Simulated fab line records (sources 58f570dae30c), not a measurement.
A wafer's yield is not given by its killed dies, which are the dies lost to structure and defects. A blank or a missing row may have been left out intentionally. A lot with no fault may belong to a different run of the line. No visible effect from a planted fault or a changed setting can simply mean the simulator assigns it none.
2 desks looking at one fault + flow berkeley cmos170 + each desk has only its own numbers; what lay behind them comes last

THE METROLOGY DESK
What the gauges read, lot by lot, whatever tool the lot ran on: means of the sampled wafers that have a number. The brackets show how far a lot's mean lies from the usual mean; more than 4 standard deviations puts the lot out of limits, marked OUT.
Columns: A = INCOMING_BOW at UCB170_START_BOW_MEAS_00, usual 0 um; B = PFIELD_TW at UCB170_PFIELD_TW_MEAS_09, usual 602; C = cd nm at UCB170_CONTACT_CD_MEAS_15, usual 699.8 nm
| lot  | first seen here | A  | B   | C     |
|------|-----------------|----|-----|-------|
| L536 | day 1 10:02     | 2  | 605 | 703.0 |
| L538 | day 1 20:00     | 3  | 596 | 701.5 |
| L539 | day 2 01:01     | 4  | 602 | 699.4 |
| L540 | day 2 06:01     | 3  | 600 | 700.2 |
| L541 | day 2 11:00     | -1 | 604 | 699.6 |
| L543 | day 2 21:00     | -3 | 603 | 699.9 |
| L544 | day 3 02:00     | 5  | 606 | 698.7 |
| L546 | day 3 12:00     | 6  | 605 | 700.2 |
| L553 | day 4 23:02     | -1 | 606 | 698.8 |
| L555 | day 5 09:08     | -1 | 599 | 698.9 |
| L557 | day 5 19:02     | -5 | 598 | 700.6 |
| L558 | day 6 00:02     | 1  | 604 | 701.3 |
| L559 | day 6 05:00     | -4 | 600 | 699.8 |
This desk's finding: nothing out of limits on any of the 13 lots.

TOOL OWNER'S DESK, rie diel-03
The tool's own readings at UCB170_M1_ETCH_11 (etches BARC in N2/H2): means of the sampled wafers that have a number, for each lot that ran on this tool. The brackets show how far a lot's mean lies from the usual mean; more than 4 standard deviations puts the lot out of limits, marked OUT.
Columns: A = drypump motor current A at UCB170_M1_ETCH_11, usual 5.9 A; B = oes product au at UCB170_M1_ETCH_11, usual 1.009 a.u.; C = rf fwd power W at UCB170_M1_ETCH_11, usual 494.2 W; D = throttle valve pct at UCB170_M1_ETCH_11, usual 13.36 %
| lot  | first seen here | A   | B     | C     | D     |
|------|-----------------|-----|-------|-------|-------|
| L536 | day 6 21:58     | 5.8 | 1.010 | 495.6 | 13.46 |
| L538 | day 7 12:38     | 5.9 | 1.005 | 494.7 | 13.47 |
| L539 | day 7 17:57     | 5.9 | 1.015 | 492.5 | 13.30 |
| L543 | day 8 16:43     | 6.0 | 1.020 | 492.5 | 13.30 |
| L546 | day 8 19:17     | 5.9 | 1.084 | 493.1 | 13.31 |
This desk's finding: nothing out of limits on any of the 5 lots.

BROUGHT TOGETHER
At the metrology desk, nothing out of limits was observed.
Nothing out of limits was seen by the tool owner's desk.

WHAT HAD BEEN PUT IN BY THE SIMULATOR
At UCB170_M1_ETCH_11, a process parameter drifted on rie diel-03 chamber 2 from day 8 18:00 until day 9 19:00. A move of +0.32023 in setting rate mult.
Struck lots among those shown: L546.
